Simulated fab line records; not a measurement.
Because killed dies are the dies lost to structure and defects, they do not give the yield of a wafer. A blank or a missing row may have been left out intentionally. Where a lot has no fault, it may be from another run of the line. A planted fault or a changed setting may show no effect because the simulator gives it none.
The same fault as seen by 2 desks / flow berkeleyCmos170 / only its own numbers are on each desk; what lay behind them is given at the end

## THE METROLOGY DESK
What the gauges read, lot by lot, whatever tool the lot ran on: means of the sampled wafers that have a number. If a lot's mean is further than 4 standard deviations from the usual mean, the lot is out of limits and carries the mark OUT (the distance appears in the brackets).
Columns: A = cdNm at UCB170_NLDD_CD_MEAS_06, usual 1200.3 nm
lot=L807; first seen here=day 7 14:41; A=1200.9
lot=L806; first seen here=day 7 14:59; A=1200.1
lot=L808; first seen here=day 7 15:13; A=1199.1
lot=L809; first seen here=day 8 03:25; A=1200.7
lot=L810; first seen here=day 8 03:48; A=1200.5
lot=L813; first seen here=day 8 13:46; A=1202.0
lot=L811; first seen here=day 8 14:51; A=1199.4
lot=L814; first seen here=day 9 00:07; A=1200.1
lot=L815; first seen here=day 9 00:49; A=1200.2
lot=L817; first seen here=day 9 16:52; A=1199.0
lot=L821; first seen here=day 10 13:20; A=1246.7 (+29) OUT
lot=L827; first seen here=day 11 17:50; A=1201.4
lot=L825; first seen here=day 11 18:21; A=1236.4 (+23) OUT
lot=L826; first seen here=day 11 18:40; A=1237.1 (+23) OUT
lot=L828; first seen here=day 11 19:02; A=1202.5
This desk's verdict: out of limits on L821, L825, L826, starting with L821 at day 10 13:20 (cdNm at UCB170_NLDD_CD_MEAS_06). L807, L806, L808, L809, L810, L813, L811, L814, L815, L817, L827, L828: within limits.

## THE TOOL OWNER'S DESK: lithoTrack-01
The tool's own readings at UCB170_NLDD_PEB_04, given as means over the sampled wafers that have a number, one for each lot that went through this tool. If a lot's mean is further than 4 standard deviations from the usual mean, the lot is out of limits and carries the mark OUT (the distance appears in the brackets).
Columns: A = heaterPowerTotalW at UCB170_NLDD_PEB_04, usual 56.80 W; B = plateTempC at UCB170_NLDD_PEB_04, usual 130.00 C
lot=L806; first seen here=day 7 14:43; A=56.79; B=130.05
lot=L814; first seen here=day 8 23:51; A=56.77; B=130.03
lot=L815; first seen here=day 9 00:33; A=56.81; B=130.18
lot=L821; first seen here=day 10 13:04; A=62.47 (+99 or more) OUT; B=139.96 (+71) OUT
lot=L826; first seen here=day 11 18:00; A=62.51 (+99 or more) OUT; B=140.07 (+72) OUT
lot=L825; first seen here=day 11 18:04; A=62.58 (+99 or more) OUT; B=139.78 (+70) OUT
This desk's verdict: out of limits on L821, L825, L826, starting with L821 at day 10 13:04 (heaterPowerTotalW at UCB170_NLDD_PEB_04). L806, L814, L815: within limits.

## ALL TOGETHER
The tool owner's desk could have raised an alarm at day 10 13:04, on L821, L825, L826.
At day 10 13:20 the metrology desk could have sounded an alarm, on L821, L825, L826.
All the named lots went through UCB170_NLDD_PEB_04 on lithoTrack-01.

## WHAT THE SIMULATOR PUT IN
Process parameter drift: lithoTrack-01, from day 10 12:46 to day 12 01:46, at UCB170_NLDD_PEB_04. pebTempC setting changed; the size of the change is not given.
Lots struck among those shown: L821, L825, L826.
Time in hours from fault onset to the first out-of-limits reading at each desk: tool owner's desk 0, metrology desk 1.
